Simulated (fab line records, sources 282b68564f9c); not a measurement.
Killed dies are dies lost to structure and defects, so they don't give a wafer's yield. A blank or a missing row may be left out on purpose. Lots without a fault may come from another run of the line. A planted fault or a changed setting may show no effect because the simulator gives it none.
Problem report in the 8D (eight disciplines) form, filled by code | flow rit_cmos | the parts of the form that need people (team, actions taken, sign-off) are left out

1. THE PROBLEM
NWELL_TW at RIT_NWELL_TW_MEAS_10 reads a mean of 1854 on 6 wafers of 2 lots; wafers without a fault read 2149 with a standard deviation of 24. That is -12 standard deviations from the usual mean.
First seen on wafer L239.2, day 5 21:11, on film_metro-04. The record holds 42 wafers of 14 lots with a number at this step. Rule for "out", or "out of limits": more than 4 standard deviations from the usual mean. The other wafers with a number count as sound.

2. WHAT IT IS AND WHAT IT IS NOT
question                    | is                           | is not
which readings at this step | NWELL_TW                     | -
which lots                  | L239, L241                   | L221, L222, L224, L225, L226, L227, L230, L232, L233, L237, L238, L244
which wafers of those lots  | all that have a number       | -
read on which gauges        | film_metro-01, film_metro-04 | film_metro-02
when                        | from day 5 21:11             | up to then (33 sound wafers); but 3 sound wafers of L244 came after

3. SUSPECTS, AND WHAT RULES EACH OUT
Counting: a tool at a process step up to the reading stays a suspect if it ran every lot that is out and no sound lot after the first of them.
- the gauge at RIT_NWELL_TW_MEAS_10: ruled out. The wafers that are out were read on 2 gauges (film_metro-01, film_metro-04).
- implanter-03 at RIT_NWELL_IMPLANT_08: kept. It ran every lot that is out, first L239 (day 5 20:53), and no sound lot after that; its last sound lot up to then is L237 (day 5 04:41). Its own readings are out on those wafers: dose_ions_cm2, faraday_current_uA.
Left after counting: implanter-03 at RIT_NWELL_IMPLANT_08.

4. THE CAUSE (what the simulator had put in)
Process parameter drift: implanter-03, from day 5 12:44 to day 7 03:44, at RIT_NWELL_IMPLANT_08. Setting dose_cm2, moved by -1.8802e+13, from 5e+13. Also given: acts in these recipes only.
Counting left only this tool.

5. THE CHAIN OF EFFECTS, in route order
Each row: a reading whose mean over the struck wafers that have a number lies more than 3 standard deviations from the usual. Only readings for which the record gives a usual standard deviation are gone through. hours: the time from each lot's start at the first step in this table that gives one to its start at this step, as a median over the lots. sigmas: the change in usual standard deviations.
hours | step                     | reading            | usual        | on struck wafers | change     | sigmas
0     | RIT_NWELL_IMPLANT_08     | dose_ions_cm2      | 5.001e+13    | 3.127e+13        | -1.874e+13 | -99 or more
0     | RIT_NWELL_IMPLANT_08     | faraday_current_uA | 159          | 98               | -60        | -19
0     | RIT_NWELL_TW_MEAS_10     | NWELL_TW           | 2149         | 1854             | -295       | -12
8     | RIT_WELLDRIVE_RS_MEAS_01 | NWELL_RS           | 275.2 ohm/sq | 368.5            | +93.3      | +99 or more
The process steps in it:
- RIT_NWELL_IMPLANT_08

6. WHAT WOULD HAVE CAUGHT IT SOONER
In this record the first reading out of limits at a measuring or inspecting step was taken at day 5 21:11, 8 hours after the fault began at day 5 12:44.
The tool's own readings at RIT_NWELL_IMPLANT_08 were out on every struck wafer that the step has a row for (dose_ions_cm2, faraday_current_uA): an alarm limit on them would have fired on the first of those.
Of the lots that are out (2), L241 began RIT_NWELL_IMPLANT_08 on implanter-03 after day 5 21:11. A hold on the tool at that time would have spared it.
